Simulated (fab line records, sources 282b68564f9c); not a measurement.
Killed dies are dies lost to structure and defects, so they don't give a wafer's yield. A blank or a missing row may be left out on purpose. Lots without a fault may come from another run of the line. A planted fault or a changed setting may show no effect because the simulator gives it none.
fab line records | flow rit_cmos
record lots=12 wafers=36 last_day=8
route steps=202 shown GATE@84
lots that met no fault: from a run of the same line without faults
start_h: hours from the record's first day to the start of the lot's first wafer shown | wait_h: hours since the lot's step before | " the same as in the row above | L1.1+2: a row that stands for several wafers | - no value, or no start given | * or withheld: withheld | < > ~ a bound
route shown NAME@n: a module of which the file shows steps, and the number in the route of the first | usual: mean/standard deviation of fault-free wafers | same: alike in all rows | chamber/n: place in a boat | sites: the reading at each site | _std_site: their standard deviation | _edge_site: outer sites' mean less inner sites' | radius_mm: how far each site lies from the wafer's centre | mask NAME#n: copy n | behind: the tool/chamber that last shaped the wafer | hold: why the lot was held/for how many hours/how that ended | device: the transistor (n, p or np) that didn't switch | end of line: the same wafers' tests at the end of the route | a step without rows: its recipe alone | killed: dies lost to structure and defects at the first sort, not the wafer's yield | map: a wafer's dies, x killed, . not, _ none there
set.NAME: the setting as run; set.NAME@STEP: as run at that earlier step | model.NAME: the simulator's own value behind a step, which no gauge read
steps of the route over a sample of lots; a table a step, a row a wafer
services: from which hour (start_h, from the record's first day; less than 0 if before it) a tool's chamber was out of use, for how many hours, and why
## steps
# step RIT_GATE_CVD_08
# recipe material=poly-Si target_thk_nm=250 temp_c=610 precursor=SiH4 time_s=2220 pressure_mtorr=300 sih4_flow_sccm=100
# usual pressure_mtorr=299.9/0.64
# columns lot.wafer tool chamber start_h wait_h pressure_mtorr
L981.1 lpcvd-02 1 35.52 0.1 299.9
L981.2 " 1 " " 299.4
L981.4 " 1 " " 300.0
L982.3 lpcvd-01 0 45.62 0.5 298.5
L982.4 " 0 " " 298.7
L982.6 " 0 " " 298.4
L983.1 lpcvd-01 1 47.74 0.1 299.4
L983.3 " 1 " " 299.4
L983.6 " 1 " " 298.9
L984.2 lpcvd-01 0 51.74 0.0 300.0
L984.4 " 0 " " 300.9
L984.6 " 0 " " 300.2
L985.1 lpcvd-01 0 57.86 0.5 300.9
L985.5 " 0 " " 299.9
L985.6 " 0 " " 301.1
L986.1 lpcvd-02 0 63.77 0.1 299.5
L986.5 " 0 " " 299.8
L986.6 " 0 " " 299.7
L987.3 lpcvd-01 1 69.63 0.0 300.0
L987.5 " 1 " " 299.6
L987.6 " 1 " " 299.6
L991.3 lpcvd-02 1 88.22 0.0 300.5
L991.4 " 1 " " 300.9
L991.6 " 1 " " 300.4
L993.1 lpcvd-02 1 105.26 0.1 300.4
L993.2 " 1 " " 300.4
L993.3 " 1 " " 300.7
L999.1 lpcvd-01 1 143.59 0.1 299.4
L999.4 " 1 " " 299.7
L999.6 " 1 " " 300.1
L103.1 lpcvd-02 0 168.63 0.1 299.0
L103.2 " 0 " " 299.3
L103.3 " 0 " " 299.1
L104.1 lpcvd-02 0 168.63 0.1 299.3
L104.3 " 0 " " 299.2
L104.4 " 0 " " 300.3
# step RIT_GATE_THK_MEAS_09
# recipe reads=poly-Si_of_GATE_CVD_08
# usual GATE_POLY_THK=250.6/1.9
# columns lot.wafer tool chamber start_h wait_h GATE_POLY_THK[nm]
L981.1 film_metro-04 - 37.14 0.0 252.1
L981.2 " - " " 251.7
L981.4 " - " " 253.3
L982.3 film_metro-04 - 47.25 0.0 250.9
L982.4 " - " " 251.1
L982.6 " - " " 254.2
L983.1 film_metro-04 - 49.36 0.0 253.7
L983.3 " - " " 253.3
L983.6 " - " " 254.8
L984.2 film_metro-01 - 53.36 0.0 251.5
L984.4 " - " " 249.5
L984.6 " - " " 249.1
L985.1 film_metro-04 - 59.48 0.0 248.0
L985.5 " - " " 249.2
L985.6 " - " " 248.1
L986.1 film_metro-04 - 65.39 0.0 250.0
L986.5 " - " " 250.2
L986.6 " - " " 251.5
L987.3 film_metro-04 - 71.27 0.0 251.6
L987.5 " - " " 250.1
L987.6 " - " " 251.5
L991.3 film_metro-01 - 89.85 0.1 236.4
L991.4 " - " " 235.5
L991.6 " - " " 235.9
L993.1 film_metro-01 - 106.87 0.0 231.9
L993.2 " - " " 230.1
L993.3 " - " " 230.5
L999.1 film_metro-04 - 145.20 0.0 251.1
L999.4 " - " " 252.8
L999.6 " - " " 251.5
L103.1 film_metro-03 - 170.25 0.0 248.1
L103.2 " - " " 248.7
L103.3 " - " " 248.0
L104.1 film_metro-01 - 170.25 0.0 254.3
L104.3 " - " " 251.4
L104.4 " - " " 255.6
# step RIT_GATE_ETCH_19
# recipe chemistry=SF6/CHF3/O2 time_s=165 SF6_flow_sccm=30 CHF3_flow_sccm=30 O2_flow_sccm=5 target=poly-Si pressure_mtorr=40 rf_w=160 target_depth_a=3125 over_etch_frac=0.25 stop_on=SiO2
# usual CHF3_flow_sccm=30.01/0.077 O2_flow_sccm=5.000/0.015 drypump_motor_current_A=5.54/0.28 oes_product_au=0.849/0.016 throttle_valve_pct=10.24/0.06
# same time_s=165
# columns lot.wafer tool chamber start_h wait_h CHF3_flow_sccm O2_flow_sccm drypump_motor_current_A oes_product_au rf_hours_counter_h throttle_valve_pct
L981.1 rie_si-01 0 38.41 0.1 29.97 5.015 5.88 0.829 140 10.24
L981.2 " 1 " " 29.98 4.998 5.57 0.852 145 10.32
L981.4 " 2 " " 29.88 4.969 5.74 0.849 0 10.31
L982.3 rie_si-02 1 48.57 0.1 30.19 4.995 5.97 0.877 5 10.19
L982.4 " 3 " " 30.03 4.999 5.44 0.833 1 10.24
L982.6 " 2 " " 30.03 5.010 5.09 0.860 - 10.22
L983.1 rie_si-01 2 50.57 0.1 30.02 5.010 5.76 0.857 0 10.33
L983.3 " 1 " " 30.19 4.983 5.59 0.849 145 10.32
L983.6 " 0 " " 30.05 5.020 5.89 0.836 - 10.27
L984.2 rie_si-02 3 54.69 0.1 29.94 5.018 5.44 0.839 1 10.23
L984.4 " 3 " " 29.98 5.031 5.45 0.832 - 10.23
L984.6 " 0 " " 30.08 4.995 5.34 0.836 - 10.22
L985.1 rie_si-01 3 60.69 0.1 29.93 4.970 5.28 0.858 1 10.12
L985.5 " 0 " " 29.97 4.986 5.87 0.833 - 10.26
L985.6 " 1 " " 30.05 5.009 5.59 0.833 - 10.31
L986.1 rie_si-02 1 66.96 0.1 30.10 5.014 5.98 0.876 5 10.20
L986.5 " 3 " " 30.08 4.992 5.43 0.824 - 10.24
L986.6 " 0 " " 29.95 5.001 5.34 0.833 - 10.23
L987.3 rie_si-01 1 72.72 0.1 30.07 4.998 5.60 0.845 145 10.31
L987.5 " 3 " " 30.15 5.005 5.27 0.863 - 10.13
L987.6 " 0 " " 30.06 4.981 5.91 0.833 - 10.25
L991.3 rie_si-01 1 91.05 0.1 29.92 5.009 5.57 0.809 145 10.30
L991.4 " 3 " " 29.87 4.999 5.28 0.831 1 10.12
L991.6 " 1 " " 29.91 5.004 5.58 0.797 - 10.29
L993.1 rie_si-01 1 108.09 0.1 30.05 5.004 5.59 0.788 145 10.31
L993.2 " 3 " " 30.20 5.018 5.28 0.812 1 10.14
L993.3 " 0 " " 30.03 4.993 5.89 0.786 141 10.24
L999.1 rie_si-01 3 146.42 0.1 29.98 5.008 5.30 0.862 2 10.14
L999.4 " 2 " " 30.07 5.006 5.77 0.851 - 10.32
L999.6 " 0 " " 30.00 5.022 5.88 0.838 - 10.25
L104.1 rie_si-01 3 171.95 0.1 30.12 4.999 5.26 0.876 2 10.13
L104.3 " 1 " " 30.13 5.035 5.59 0.854 0 10.28
L104.4 " 2 " " 29.91 5.003 5.77 0.860 - 10.31
L103.1 rie_si-01 2 172.23 0.1 29.85 4.982 5.77 0.842 1 10.33
L103.2 " 1 " " 30.07 4.995 5.58 0.853 0 10.30
L103.3 " 3 " " 29.97 5.003 5.30 0.858 2 10.13
## services
# columns tool chamber start_h hours kind
rie_si-01 2 12.65 - clean
rie_si-01 2 12.65 20.3 scheduled_down
rie_si-01 2 12.65 20.3 vent_cycle
rie_si-02 1 52.96 6.6 repair
rie_si-02 0 72.58 18.3 repair
rie_si-02 0 129.10 - clean
rie_si-02 0 129.10 16.2 scheduled_down
rie_si-02 0 129.10 16.2 vent_cycle
rie_si-01 1 131.99 - clean
rie_si-01 1 131.99 21.8 scheduled_down
rie_si-01 1 131.99 21.8 vent_cycle
lpcvd-02 - 146.94 6.0 pm
rie_si-01 0 155.65 - clean
rie_si-01 0 155.65 27.1 scheduled_down
rie_si-01 0 155.65 27.1 vent_cycle
## key
first_sign step=RIT_GATE_THK_MEAS_09 reading=GATE_POLY_THK direction=down sigmas=8.9 usual=250.6 struck=233.4
effect step=RIT_GATE_ETCH_19 reading=oes_product_au direction=down sigmas=2.8 usual=0.849 struck=0.804
met_at RIT_GATE_CVD_08
struck_lots L991,L993
tester_left_out L991,L993
onset_between 63.77 88.22
fault kind=process_parameter_drift tool=lpcvd-02 chamber=- onset_h=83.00 steps=RIT_GATE_CVD_08 channel=time_s offset=* shape=step end_h=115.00 acts_in=* stated=*
# tester_left_out: of these lots the tester's yield and bins aren't shown, on N5 and GAA mostly nor the transistor test; their killed dies are dies lost to structure and defects alone, not to doping, threshold or leakage, so they don't give the yield
